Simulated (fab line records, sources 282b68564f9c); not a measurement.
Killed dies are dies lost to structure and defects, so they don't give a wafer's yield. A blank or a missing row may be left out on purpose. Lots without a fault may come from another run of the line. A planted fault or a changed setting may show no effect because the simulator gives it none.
A struck lot beside a sound one | flow rit_cmos | 17 steps out of a route of 202
Sound: wafers L817.2, L817.3, L817.5. Struck: wafer L828.5. (L828.1, L828.6 of the same lot were not struck and are left out.) The cause comes at the end.
At each step with rows: each side's tool, then ch and its chambers, then its first start. Under that, the readings that differ: sound wafers | struck wafers | difference of the means | sigmas: that difference in standard deviations of wafers without a fault.
alike: readings whose means differ by less than 2 such deviations, and words and numbers that are the same on both sides. not compared: withheld readings, readings that some wafer has no value for, bounds like >300 that may hide the same value, and numbers for which the record gives no deviation and whose values overlap.
The two part at a step that has a row with sigmas, a row that says differs or no value, or rows on one side only. Numbers that don't overlap but have no deviation are shown without sigmas and don't part them. A reading that every wafer of one side lacks parts them only if that side has two wafers or more.

first, 1 step without rows for these wafers: RIT_PSD_IMPLANT_08.
RIT_PSD_STRIP_09: strips in O2, time 180 s.
  sound on plasma_asher-02 ch 0,1, day 4 10:58; struck on plasma_asher-01 ch 1, day 6 18:23
  alike: drypump_motor_current_A, o2_flow_sccm
  not compared: rf_hours_counter_h
RIT_PSD_TW_MEAS_10:
  sound on film_metro-01, day 4 11:09; struck on film_metro-01, day 6 18:33
  alike: PSD_TW
then, 3 steps without rows for these wafers: RIT_SDANNEAL_CLEAN_00 (cleans in SC1, time 600 s); RIT_SDANNEAL_CLEAN_01 (cleans in dHF, time 30 s); RIT_SDANNEAL_CLEAN_02 (cleans in SC2, time 600 s).
RIT_SDANNEAL_RTA_03: time 5 s.
  sound on rtp_anneal-02 ch 0, day 4 11:35; struck on rtp_anneal-01 ch 0, day 6 18:59
  alike: chamber_o2_ppm, wafer_temp_C_max
RIT_SDANNEAL_RS_MEAS_04: measures by four-point-probe.
  sound on film_metro-01, day 4 11:40; struck on film_metro-04, day 6 19:02
  alike: PSD_RS
RIT_SDANNEAL_RS_MEAS_05: measures by four-point-probe.
  sound on film_metro-01, day 4 11:47; struck on film_metro-04, day 6 19:10
  alike: NSD_RS
RIT_SDANNEAL_RS_MEAS_06: measures by four-point-probe.
  sound on film_metro-01, day 4 11:54; struck on film_metro-04, day 6 19:17
  alike: PLDD_RS
RIT_SDANNEAL_RS_MEAS_07: measures by four-point-probe.
  sound on film_metro-01, day 4 12:01; struck on film_metro-04, day 6 19:24
  reading          | sound             | struck | difference | sigmas
  NLDD_RS (ohm/sq) | 153.2 152.8 152.6 | 150.8  | -2.1       | -4
then, 1 step without rows for these wafers: RIT_SILICIDE_WET_ETCH_00 (etches SiO2 in BOE, target depth 14 nm, time 15 s).
RIT_SILICIDE_SPUTTER_01: material Ti, target thk 30 nm, time 240 s.
  sound on pvd_sputter-01, day 4 12:08; struck on pvd_sputter-04, day 6 19:32
  reading                                     | sound                | struck | difference | sigmas
  cathode_dc_power_W (W)                      | 349.96 349.99 349.95 | 314.47 | -35.50     | -99 or more
  model.Ti_of_SILICIDE_SPUTTER_01.thk_nm (nm) | 29.76 29.34 29.89    | 27.18  | -2.48      |
  alike: throttle_valve_pct
RIT_SILICIDE_RS_MEAS_02: measures by four-point-probe.
  sound on film_metro-01, day 4 12:18; struck on film_metro-01, day 6 19:41
  reading                 | sound          | struck | difference | sigmas
  SILICIDE_TI_RS (ohm/sq) | 48.3 49.3 48.2 | 54.1   | +5.5       | +8
RIT_SILICIDE_THK_MEAS_03: measures by xrf.
  sound on film_metro-01, day 4 12:25; struck on film_metro-01, day 6 19:48
  reading              | sound          | struck | difference | sigmas
  SILICIDE_TI_THK (nm) | 29.8 29.2 30.1 | 27.2   | -2.5       | -7
RIT_SILICIDE_RTA_04: time 10 s, ramp up 5 s, ramp down 5 s.
  sound on rtp_anneal-01 ch 0, day 4 12:28; struck on rtp_anneal-02 ch 0, day 6 19:52
  alike: chamber_o2_ppm, wafer_temp_C_max
RIT_M1_PROBE_99:
  sound on prober-01, day 4 19:13; struck on prober-01, day 7 03:13
  reading                              | sound             | struck | difference | sigmas
  killed_at_contacts                   | 0 1 1             | 0      | -1         | -2
  model.etest.npoly_line.line_ohm_um   | 159.6 159.5 158.8 | 166.9  | +7.6       |
  model.etest.ppoly_line.line_ohm_um   | 155.6 154.2 151.8 | 160    | +6         |
  model.etest.contact_nplus.end_ohm_um | 41.12 41.22 40.61 | 41.63  | +0.65      |
  model.etest.contact_pplus.end_ohm_um | 42.8 43.07 42.1   | 40.45  | -2.21      |
  model.etest.npoly_line.rs_ohm_sq     | 16.97 17.1 17     | 18.18  | +1.16      |
  model.etest.ppoly_line.rs_ohm_sq     | 16.55 16.74 16.48 | 17.64  | +1.05      |
  model.etest.npoly_sal.rs_ohm_sq      | 4.411 4.425 4.34  | 4.763  | +0.371     |
  model.etest.ppoly_sal.rs_ohm_sq      | 4.354 4.397 4.339 | 4.739  | +0.376     |
  alike: killed_at_front_end, killed_dies, killed_open, killed_short

WHERE THEY PART
First at RIT_SDANNEAL_RS_MEAS_07; last, within this record, at RIT_M1_PROBE_99.

WHY: what the simulator had put in
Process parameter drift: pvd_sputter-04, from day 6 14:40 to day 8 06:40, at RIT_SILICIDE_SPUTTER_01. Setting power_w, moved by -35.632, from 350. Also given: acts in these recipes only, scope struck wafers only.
